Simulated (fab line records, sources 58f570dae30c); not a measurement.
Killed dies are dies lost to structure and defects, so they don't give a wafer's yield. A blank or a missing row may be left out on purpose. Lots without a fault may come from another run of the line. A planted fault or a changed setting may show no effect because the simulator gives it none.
Tool commonality check | flow berkeley_cmos170 | 14 lots, 48 wafers sampled

WHY IT WAS OPENED
At UCB170_V1_CD_MEAS_90 the reading cd_nm is flagged on 2 of 14 lots. Wafers without a fault read 699.7 nm, standard deviation 1.4.
Rule: a lot is flagged when every wafer of it that has a number lies more than 4 standard deviations from that mean, or none has a number. The other lots count as sound.

lot  | measured     | on        | cd_nm (nm), wafer by wafer          | flag
L631 | day 7 22:00  | cd_sem-01 | 701.8 701.6 702.2                   |
L634 | day 8 07:04  | cd_sem-01 | 698.5 696.1 698.3                   |
L632 | day 8 09:08  | cd_sem-02 | 697.0 696.8 698.3                   |
L637 | day 9 03:22  | cd_sem-01 | 698.3 697.9 697.1                   |
L641 | day 9 14:26  | cd_sem-02 | 700.6 700.3 699.4                   |
L640 | day 9 14:43  | cd_sem-01 | 700.3 701.0 699.3                   |
L639 | day 9 14:59  | cd_sem-02 | 699.0 698.8 699.8                   |
L642 | day 11 00:59 | cd_sem-01 | 699.7 698.4 699.0                   |
L648 | day 11 16:35 | cd_sem-01 | 710.6 711.5 709.6 710.9 711.4 709.3 | FLAGGED
L650 | day 11 17:27 | cd_sem-01 | 698.8 701.6 700.1                   |
L651 | day 12 04:30 | cd_sem-01 | 712.9 715.0 715.2 713.0 714.8 715.5 | FLAGGED
L652 | day 12 05:41 | cd_sem-02 | 701.0 701.7 699.6                   |
L653 | day 12 06:59 | cd_sem-02 | 700.7 699.6 700.5                   |
L654 | day 12 14:56 | cd_sem-01 | 701.8 700.6 699.8                   |
The numbers of the flagged lots are 712.5 nm on average: +12.8 nm against the usual, or +9 standard deviations.

WHICH TOOL RAN EACH LOT
The record holds 2 process steps before the reading, out of a route of 331 steps. In each cell: the tool, then ch and the chambers that the sampled wafers went through, then the start.
lot  | flag    | UCB170_V1_ETCH_14                  | UCB170_V1_STRIP_15
L631 |         | rie_diel-04 ch 0,2, day 7 21:43    | plasma_asher-01 ch 0, day 7 21:54
L634 |         | rie_diel-03 ch 0,1,2, day 8 06:47  | plasma_asher-01 ch 1, day 8 06:58
L632 |         | rie_diel-04 ch 0,1, day 8 08:50    | plasma_asher-02 ch 0,1, day 8 09:01
L637 |         | rie_diel-02 ch 2,3, day 9 03:04    | plasma_asher-01 ch 0,1, day 9 03:14
L641 |         | rie_diel-03 ch 0,1,2, day 9 14:10  | plasma_asher-01 ch 0,1, day 9 14:20
L640 |         | rie_diel-04 ch 1,2,3, day 9 14:26  | plasma_asher-04 ch 1, day 9 14:36
L639 |         | rie_diel-02 ch 0,3, day 9 14:42    | plasma_asher-02 ch 1, day 9 14:53
L642 |         | rie_diel-04 ch 0,2, day 11 00:40   | plasma_asher-02 ch 0,1, day 11 00:52
L648 | FLAGGED | rie_diel-03 ch 0,1,2, day 11 16:18 | plasma_asher-01 ch 1, day 11 16:28
L650 |         | rie_diel-02 ch 1,2,3, day 11 17:10 | plasma_asher-01 ch 0,1, day 11 17:21
L651 | FLAGGED | rie_diel-03 ch 0,2,3, day 12 04:12 | plasma_asher-04 ch 0,1, day 12 04:23
L652 |         | rie_diel-02 ch 0,1,2, day 12 05:25 | plasma_asher-01 ch 0,1, day 12 05:35
L653 |         | rie_diel-04 ch 0,1,2, day 12 06:42 | plasma_asher-02 ch 0,1, day 12 06:53
L654 |         | rie_diel-02 ch 0,1,2, day 12 14:39 | plasma_asher-02 ch 0,1, day 12 14:50
What these steps do:
- UCB170_V1_ETCH_14: etches SiO2 in CHF3/CF4/Ar, stops on Al, target depth 1250 nm, time 291 s.
- UCB170_V1_STRIP_15: strips in O2.
- UCB170_V1_CD_MEAS_90: target cd 700 nm.

FLAGGED OVER TOTAL, TOOL BY TOOL (the gauges that took the reading come last)
step                 | tool            | lots run | flagged | share of the flagged lots | sound lots run after its first flagged lot
UCB170_V1_ETCH_14    | rie_diel-02     | 5        | 0       | none                      | -
UCB170_V1_ETCH_14    | rie_diel-03     | 4        | 2       | all                       | 0
UCB170_V1_ETCH_14    | rie_diel-04     | 5        | 0       | none                      | -
UCB170_V1_STRIP_15   | plasma_asher-01 | 7        | 1       | some                      | 2 (L650,L652)
UCB170_V1_STRIP_15   | plasma_asher-02 | 5        | 0       | none                      | -
UCB170_V1_STRIP_15   | plasma_asher-04 | 2        | 1       | some                      | 0
UCB170_V1_CD_MEAS_90 | cd_sem-01       | 9        | 2       | all                       | 2 (L650,L654)
UCB170_V1_CD_MEAS_90 | cd_sem-02       | 5        | 0       | none                      | -

WHAT THE TABLE ALLOWS
2 rows of the table ran every flagged lot: rie_diel-03 at UCB170_V1_ETCH_14, cd_sem-01 at UCB170_V1_CD_MEAS_90.
- rie_diel-03 at UCB170_V1_ETCH_14: 2 of its 4 lots flagged. Its last sound lot is L641 (day 9 14:10), its first flagged lot L648 (day 11 16:18): a fault that began between those two fits. Its own readings lie more than 4 standard deviations out on every wafer of the flagged lots: rf_fwd_power_W.
- cd_sem-01 at UCB170_V1_CD_MEAS_90: 2 of its 9 lots flagged. Sound lots ran on it after the first flagged one (L650, L654), which a lasting fault on the whole tool wouldn't allow.
One tool is left: rie_diel-03 at UCB170_V1_ETCH_14.

WHAT THE SIMULATOR HAD PUT IN
Process parameter drift: rie_diel-03, from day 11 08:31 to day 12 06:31, at UCB170_V1_ETCH_14. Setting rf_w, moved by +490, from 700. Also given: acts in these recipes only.
Lots struck among those shown: L648, L651. The rule above found the same.
